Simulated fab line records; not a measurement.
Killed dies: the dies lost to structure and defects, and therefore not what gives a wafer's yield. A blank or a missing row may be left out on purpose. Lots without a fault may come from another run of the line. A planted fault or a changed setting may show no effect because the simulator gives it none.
A struck lot beside a sound one	flow rit-cmos	18 out of 202 route steps
Sound: the wafers L808.2, L808.5, L808.6. Wafers L811.4, L811.5, L811.6 were the ones struck. The cause is given at the end.
At each step with rows: each side's tool, then ch and its chambers, then its first start. Under that, the readings that differ: sound wafers	struck wafers	difference of the means	sigmas: that difference in standard deviations of wafers without a fault.
alike: a reading whose means differ by less than 2 such deviations, as well as words and numbers matching on both sides. not compared: withheld readings; readings where some wafer has no value; bounds like >300 that might hide an equal value; numbers whose values overlap and for which the record gives no deviation.
The two part at a step that has a row with sigmas, a row that says differs or no value, or rows on one side only. Numbers that have no deviation but don't overlap get no sigmas and don't part them. Lack of a reading on every wafer of one side parts them only where that side has two or more wafers.

first, 1 step without rows for these wafers: RIT_PWELL_DEVELOP_05 (develop time 68 s).
RIT_PWELL_OVL_MEAS_06:
  sound on overlay-01, day 4 19:56; struck on overlay-01, day 5 11:06
  alike: PWELL_OVL
then, 2 steps without rows for these wafers: RIT_PWELL_HARDBAKE_07 (time 120 s); RIT_PWELL_IMPLANT_08.
RIT_PWELL_STRIP_09: strips in O2, time 180 s.
  sound on plasma-asher-04 ch 0,1, day 4 20:22; struck on plasma-asher-01 ch 0,1, day 5 11:35
  alike: drypump-motor-current-A
  not compared: rf-hours-counter-h
RIT_PWELL_TW_MEAS_10:
  sound on film-metro-02, day 4 20:33; struck on film-metro-04, day 5 11:44
  alike: PWELL_TW
then, 1 step without rows for these wafers: RIT_WELLDRIVE_ANNEAL_00 (time 14700 s).
RIT_WELLDRIVE_RS_MEAS_01: measurement is done with a four-point probe.
  sound on film-metro-03, day 5 02:36; struck on film-metro-02, day 5 17:11
  alike: NWELL_RS
RIT_WELLDRIVE_RS_MEAS_02: measurement is done with a four-point probe.
  sound on film-metro-03, day 5 02:43; struck on film-metro-02, day 5 17:18
  alike: PWELL_RS
then, 3 steps without rows for these wafers: RIT_NRETRO_HMDS_00 (prime time 60 s); RIT_NRETRO_COAT_01 (resist thk 1300 nm); RIT_NRETRO_SOFTBAKE_02 (time 60 s).
RIT_NRETRO_EXPOSE_03: exposes mask M4, target cd 43900 nm.
  sound on iline-stepper-01 ch 0, day 5 03:25; struck on iline-stepper-02 ch 0, day 5 17:57
reading	sound	struck	difference	sigmas
model.NRETRO.overlay-x-nm (nm)	0.8658 0.8658 0.8658	-299.2 -299.2 -299.2	-300.1	
  alike: mask
then, 2 steps without rows for these wafers: RIT_NRETRO_PEB_04; RIT_NRETRO_DEVELOP_05 (develop time 68 s).
RIT_NRETRO_OVL_MEAS_06:
  sound on overlay-01, day 5 03:50; struck on overlay-02, day 5 18:20
reading	sound	struck	difference	sigmas
NRETRO_OVL (nm)	0.5 -1.2 -0.1	-296.7 -298.6 -297.1	-297.2	-99 or more
then, 1 step without rows for these wafers: RIT_NRETRO_HARDBAKE_07 (time 120 s).
RIT_M1_PROBE_99:
  sound on prober-02, day 6 07:01; struck on prober-01, day 6 23:35
reading	sound	struck	difference	sigmas
model.etest.well-edge-right.line-ohm-um	181.7 182.7 181.9	184.1 186.4 185.6	+3.3	
model.etest.retro-edge-nmos.off-log10-a-um	-10.44 -10.52 -10.63	-7.607 -7.73 -7.53	+2.908	
model.etest.retro-edge-pmos.off-log10-a-um	-10.59 -10.67 -10.54	-8.014 -8.099 -8.042	+2.548	
  alike: killed-at-contacts, killed-at-front-end, killed-dies, killed-open, killed-short

## WHERE THEY PART
At RIT_NRETRO_OVL_MEAS_06 and nowhere else, as far as this record goes. Later steps at which nothing parts them and some readings are alike: RIT_M1_PROBE_99.

WHY: what had been put in by the simulator
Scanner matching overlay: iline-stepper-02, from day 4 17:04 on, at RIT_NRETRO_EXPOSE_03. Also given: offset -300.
